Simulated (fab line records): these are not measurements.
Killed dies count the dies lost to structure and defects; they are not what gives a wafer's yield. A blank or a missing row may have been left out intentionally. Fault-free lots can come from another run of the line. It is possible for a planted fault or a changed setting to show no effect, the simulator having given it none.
Chamber matching + flow rit cmos + RIT_CONTACT_CVD_00 on pecvd-03: 3 sister chambers
The step deposits SiO2 from TEOS, target thk 400 nm, time 61 s. 6 wafers are shown with their chamber, then 7 later ones without.

WAFERS, EACH WITH ITS CHAMBER
| wafer  | chamber | rf fwd power W (W) | heater power w (W) |
|--------|---------|--------------------|--------------------|
| L155.3 | 1       | 397.7              | 365                |
| L158.4 | 0       | 397.5              | 308                |
| L158.5 | 1       | 399.5              | 308                |
| L158.6 | 2       | 398.9              | 405                |
| L161.1 | 0       | 394.9              | 402                |
| L161.2 | 2       | 399.3              | 365                |

WAFERS WITHOUT THEIR CHAMBER
| wafer  | rf fwd power W (W) | heater power w (W) |
|--------|--------------------|--------------------|
| L161.6 | 399.4              | 344                |
| L164.1 | 397.0              | 384                |
| L164.3 | 397.6              | 357                |
| L164.4 | 396.4              | 379                |
| L170.1 | 396.2              | 406                |
| L170.2 | 399.8              | 353                |
| L170.6 | 395.4              | 312                |

WHICH CHAMBER EACH ONE RAN IN
| wafer  | from the rows above          | in truth |
|--------|------------------------------|----------|
| L161.6 | can't be placed: 1 or 2 or 0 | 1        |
| L164.1 | can't be placed: 0 or 1 or 2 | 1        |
| L164.3 | can't be placed: 1 or 0 or 2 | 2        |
| L164.4 | can't be placed: 0 or 1 or 2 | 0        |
| L170.1 | can't be placed: 0 or 2 or 1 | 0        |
| L170.2 | can't be placed: 2 or 1 or 0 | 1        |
| L170.6 | can't be placed: 0 or 1      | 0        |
Correct placement for 0 of the 7. Not placeable from these rows: 7 (in 7, the candidates include the true chamber). Placed wrongly: 0.
How it was worked out, from the rows above alone: a wafer's distance from a chamber is the root of the sum, over the readings, of the square of ((its reading less the chamber's mean) divided by the reading's scatter). If the next closest chamber is less than 2 further off than the closest, the wafer can't be placed; otherwise it belongs to the closest. A chamber's mean is the mean of its shown wafers. How the scatter is found: for the shown wafers, subtract from each reading the mean of its chamber, square and add these, divide the total by (wafers less chambers), then take the root.
